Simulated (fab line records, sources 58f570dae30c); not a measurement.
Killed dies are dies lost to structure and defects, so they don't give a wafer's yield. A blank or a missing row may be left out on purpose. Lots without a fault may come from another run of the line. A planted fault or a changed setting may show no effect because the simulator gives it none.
Problem report in the 8D (eight disciplines) form, filled by code | flow berkeley_cmos170 | the parts of the form that need people (team, actions taken, sign-off) are left out

1. THE PROBLEM
dose_ions_cm2 at UCB170_PFIELD_IMPLANT_07 reads a mean of 1.8804e+13 on 6 wafers of 2 lots; wafers without a fault read 2.0002e+13 with a standard deviation of 2.3e+10. That is -52 standard deviations from the usual mean.
First seen on wafer L434.1, day 7 01:07, on implanter-04. The record holds 42 wafers of 14 lots with a number at this step. Rule for "out", or "out of limits": more than 4 standard deviations from the usual mean. The other wafers with a number count as sound.

2. WHAT IT IS AND WHAT IT IS NOT
question                    | is                     | is not
which readings at this step | dose_ions_cm2          | -
which lots                  | L431, L434             | L422, L424, L426, L427, L429, L430, L432, L438, L442, L443, L444, L445
which wafers of those lots  | all that have a number | -
read on which tools         | implanter-04           | implanter-01, implanter-02
when                        | from day 7 01:07       | up to then (21 sound wafers); but 15 sound wafers of L438, L442, L443, L444, L445 came after

3. SUSPECTS, AND WHAT RULES EACH OUT
Counting: a tool at a process step up to the reading stays a suspect if it ran every lot that is out and no sound lot after the first of them.
- implanter-04 at UCB170_PFIELD_IMPLANT_07: kept. It ran every lot that is out, first L434 (day 7 01:07), and no sound lot after that; its last sound lot up to then is L432 (day 7 00:37). Its own readings are out on those wafers: dose_ions_cm2.
Left after counting: implanter-04 at UCB170_PFIELD_IMPLANT_07.

4. THE CAUSE (what the simulator had put in)
Process parameter drift: implanter-04, from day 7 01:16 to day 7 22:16, at UCB170_PFIELD_IMPLANT_07. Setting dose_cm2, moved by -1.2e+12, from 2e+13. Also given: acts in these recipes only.
Counting left only this tool.

5. THE CHAIN OF EFFECTS, in route order
Each row: a reading whose mean over the struck wafers that have a number lies more than 3 standard deviations from the usual. Only readings for which the record gives a usual standard deviation are gone through. hours: the time from each lot's start at the first step in this table that gives one to its start at this step, as a median over the lots. sigmas: the change in usual standard deviations.
hours | step                     | reading       | usual      | on struck wafers | change      | sigmas
0     | UCB170_PFIELD_IMPLANT_07 | dose_ions_cm2 | 2.0002e+13 | 1.8804e+13       | -1.1985e+12 | -52
The process steps in it:
- UCB170_PFIELD_IMPLANT_07
Later measuring or inspecting steps at which every struck wafer that the step has a row for has a number for every such reading, and none has moved that far: UCB170_GATE_THK_MEAS_05, UCB170_GATE_CD_MEAS_12.

6. WHAT WOULD HAVE CAUGHT IT SOONER
In this record the first reading out of limits was taken at day 7 01:07.
